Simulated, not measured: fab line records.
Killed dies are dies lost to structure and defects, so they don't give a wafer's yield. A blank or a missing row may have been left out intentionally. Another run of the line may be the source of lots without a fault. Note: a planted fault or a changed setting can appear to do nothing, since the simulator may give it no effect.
Problem report in the 8D (eight disciplines) form, filled by code | flow rit-cmos | the parts of the form that need people (team, actions taken, sign-off) are left out

== 1. WHAT IS WRONG ==
Wafers without a fault read 7.2, standard deviation 2.5; killed-at-front-end at RIT_M1_PROBE_99 reads a mean of 263.9 on 9 wafers belonging to 3 lots. So: +99 or more standard deviations from the usual mean.
First observed at day 5 00:17: wafer L866.3, on prober-02. The record has a number at this step for 12 wafers belonging to 4 lots. By rule, "out" or "out of limits" means more than 4 standard deviations away from the usual mean. The other wafers with a number count as sound.

== 2. WHAT IT IS; WHAT IT IS NOT ==
question                    | is                                              | is not
which readings at this step | killed-at-front-end, killed-dies, killed-on-rim | killed-short
which lots                  | L866, L867, L869                                | L861
which wafers of those lots  | all that have a number                          | -
read on which tools         | prober-01, prober-02                            | -
when                        | from day 5 00:17                                | up to then (3 sound wafers)

== 3. WHAT RULES OUT EACH SUSPECT ==
Counting: a tool at a process step up to the reading stays a suspect if it ran every lot that is out and no sound lot after the first of them.
- iline-stepper-01 at RIT_PWELL_EXPOSE_03 (exposes mask M3, target cd 43700 nm): kept. Every lot that is out went through it, starting with L866 (day 3 09:58), and after that it ran no sound lot; the last sound lot it ran before then is L861 (day 2 11:10).
Remaining after the count: iline-stepper-01 at RIT_PWELL_EXPOSE_03.

== 4. THE CAUSE (what the simulator had put in) ==
Scanner matching overlay: iline-stepper-01, from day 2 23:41 on, at RIT_PWELL_EXPOSE_03. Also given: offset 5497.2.
Only this tool survived the counting.

== 5. SEQUENCE OF EFFECTS, ordered by route ==
Rows list readings where the struck wafers' mean (over those with a number) sits beyond 3 standard deviations from the usual. Only readings for which the record gives a usual standard deviation are gone through. hours: the time from each lot's start at the first step in this table that gives one to its start at this step, as a median over the lots. sigmas: the change in usual standard deviations.
hours | step            | reading             | usual | on struck wafers | change | sigmas
0     | RIT_M1_PROBE_99 | killed-at-front-end | 7.2   | 263.9            | +256.7 | +99 or more
0     | RIT_M1_PROBE_99 | killed-dies         | 7.3   | 264.0            | +256.7 | +99 or more
0     | RIT_M1_PROBE_99 | killed-on-rim       | 2.0   | 70.0             | +68.0  | +49
Its process steps:
- RIT_M1_PROBE_99
Readings that are blank on the struck wafers while sound wafers have them: PWELL_OVL at RIT_PWELL_OVL_MEAS_06.

== 6. WHAT WOULD HAVE CAUGHT IT SOONER ==
In this record no reading fell out of limits until day 5 00:17, 49 hours after the fault had begun at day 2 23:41.
Between RIT_PWELL_EXPOSE_03 and RIT_M1_PROBE_99, RIT_PWELL_OVL_MEAS_06 gave no PWELL_OVL on the struck wafers, where sound wafers have one: a measuring or inspecting step that comes back empty is itself a sign.
No tool reading at RIT_PWELL_EXPOSE_03 that has a usual standard deviation in the record was out on any struck wafer, so an alarm limit of 4 standard deviations on those readings would not have fired.
The start of RIT_PWELL_EXPOSE_03 on iline-stepper-01 came by day 5 00:17 for every one of the lots that are out (3). Had the tool been put on hold then, not one of them would have been saved.
